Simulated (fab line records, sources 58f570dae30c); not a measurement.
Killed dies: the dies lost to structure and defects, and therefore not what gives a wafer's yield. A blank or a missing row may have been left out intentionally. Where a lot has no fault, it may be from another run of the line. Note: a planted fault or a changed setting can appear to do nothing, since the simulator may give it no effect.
Which tool did it? | flow berkeleyCmos170 | 39 wafers from 13 lots sampled at 2 of the route's 331 steps

## WHAT THE GAUGES SHOWED, per wafer
UCB170_SDANNEAL_RS_MEAS_04: measures by four-point-probe.
lot  | measured     | on           | PLDD_RS (ohm/sq)
L695 | day 6 06:41  | filmMetro-04 | 1029.1 1034.1 1033.1
L696 | day 6 19:59  | filmMetro-03 | 1029.0 1029.0 1026.5
L702 | day 7 16:38  | filmMetro-04 | 1057.7 1053.0 1057.3
L703 | day 7 16:17  | filmMetro-03 | 1055.7 1058.5 1056.3
L707 | day 8 17:37  | filmMetro-04 | 1031.0 1032.6 1030.5
L711 | day 10 00:50 | filmMetro-03 | 1029.7 1028.4 1028.3
L712 | day 10 00:49 | filmMetro-02 | 1030.8 1027.1 1032.0
L713 | day 10 12:22 | filmMetro-03 | 1031.3 1032.3 1030.5
L714 | day 10 20:44 | filmMetro-03 | 1033.5 1031.7 1030.5
L715 | day 10 21:37 | filmMetro-03 | 1023.6 1027.1 1026.2
L716 | day 10 21:11 | filmMetro-02 | 1036.3 1033.0 1035.9
L717 | day 11 06:08 | filmMetro-03 | 1030.6 1030.9 1030.1
L718 | day 11 06:07 | filmMetro-04 | 1026.6 1027.7 1031.7

## EACH LOT AND THE TOOL THAT RAN IT (in order: tool; ch and the chambers of the sampled wafers; start)
lot  | UCB170_SPACER_ANNEAL_02
L695 | furnace-03 ch 0, day 5 20:54
L696 | furnace-01 ch 0, day 6 11:45
L702 | furnace-03 ch 0, day 7 09:55
L703 | furnace-03 ch 0, day 7 09:55
L707 | furnace-01 ch 0, day 8 10:55
L711 | furnace-01 ch 0, day 9 15:06
L712 | furnace-01 ch 0, day 9 15:06
L713 | furnace-01 ch 0, day 10 02:52
L714 | furnace-04 ch 0, day 10 14:54
L715 | furnace-04 ch 0, day 10 14:54
L716 | furnace-04 ch 0, day 10 14:54
L717 | furnace-01 ch 0, day 10 22:44
L718 | furnace-01 ch 0, day 10 22:44
- UCB170_SPACER_ANNEAL_02: time 1800 s.

## AS READ BY THE TOOLS THEMSELVES (means over the sampled wafers that have a number; for cases with no such wafer, the mark the record gives instead)
UCB170_SPACER_ANNEAL_02.
lot  | tool       | spikeTcCentreC (C) | spikeTcSourceC (C) | tubeCenterTempC (C) | tube_center_temp_C_max | zonePowerLoadPct (%) | zonePowerSourcePct (%)
L695 | furnace-03 | 903.1              | 924.0              | 900                 | 902.1                  | 24.9                 | 29.5
L696 | furnace-01 | 902.7              | 921.3              | 900                 | 902.4                  | 29.5                 | 25.6
L702 | furnace-03 | 895.9              | 916.5              | 893                 | 895.3                  | 24.5                 | 29.3
L703 | furnace-03 | 896.1              | 916.8              | 893                 | 895.3                  | 24.8                 | 29.0
L707 | furnace-01 | 903.5              | 921.5              | 900                 | 902.6                  | 29.2                 | 26.0
L711 | furnace-01 | 902.9              | 922.6              | 900                 | 902.6                  | 29.1                 | 26.0
L712 | furnace-01 | 902.8              | 922.0              | 900                 | 902.3                  | 29.2                 | 25.7
L713 | furnace-01 | 902.4              | 921.5              | 900                 | 902.1                  | 29.2                 | 25.8
L714 | furnace-04 | 901.8              | 928.8              | 900                 | 902.5                  | 27.1                 | 31.8
L715 | furnace-04 | 902.9              | 928.0              | 900                 | 902.7                  | 27.2                 | 31.3
L716 | furnace-04 | 902.4              | 928.0              | 900                 | 902.3                  | 27.0                 | 31.5
L717 | furnace-01 | 902.9              | 922.0              | 900                 | 902.0                  | 29.2                 | 25.8
L718 | furnace-01 | 903.8              | 922.8              | 900                 | 902.0                  | 29.5                 | 26.0

## THE ANSWER, worked out from the rows above alone
Rule: usual is defined by the lots themselves. Put in order of their means at a reading, lots are off if they are a third of the lots or fewer, leave a main group of 4 or more, and stand apart from it by a gap of 3 or more times the standard deviation of the main group's means; of several such gaps the widest counts. A main group is skipped when, at the precision printed for the reading in the tables above, its means are all equal. Also off: a lot with no number at a reading for which 4 or more lots have one. Any other lot the step has rows for is counted as sound. After the gauges, taken in route order, come the tools' own readings; for these a lot's mean is taken, as printed above. The first step at which some lot is off is used, and at that step the reading that is off furthest; a lot without a number counts as furthest.
Off: L702, L703, at UCB170_SDANNEAL_RS_MEAS_04 (PLDD_RS). Main group: mean 1030.3 ohm/sq, sd 2.4.
If a tool, at a process step before that reading, ran all the lots that are off and no sound lot after the first of them, it fits. The gauges at UCB170_SDANNEAL_RS_MEAS_04 aren't tried: what is off there is off at UCB170_SPACER_ANNEAL_02 too, on other tools, and a gauge's error can't cause that. One fits: UCB170_SPACER_ANNEAL_02 on furnace-03. A fault onset in the window from L695 (day 5 20:54, its last sound lot) to L702 (day 7 09:55, its first lot off) fits.
The tool's own readings at UCB170_SPACER_ANNEAL_02 bear it out: on the lots that are off they differ by more than 5 times the standard deviation of the sound lots' means. spikeTcCentreC reads 896.0 C there against 902.8 C on the sound lots; tubeCenterTempC reads 893 C there against 900 C on the sound lots; tube_center_temp_C_max reads 895.3 there against 902.3 on the sound lots.

## WHAT THE SIMULATOR HAD INSERTED
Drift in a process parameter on furnace-03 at UCB170_SPACER_ANNEAL_02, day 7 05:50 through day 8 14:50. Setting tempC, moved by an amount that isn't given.
Lots struck among those shown: L703, L702. This agrees with what the rule above found.
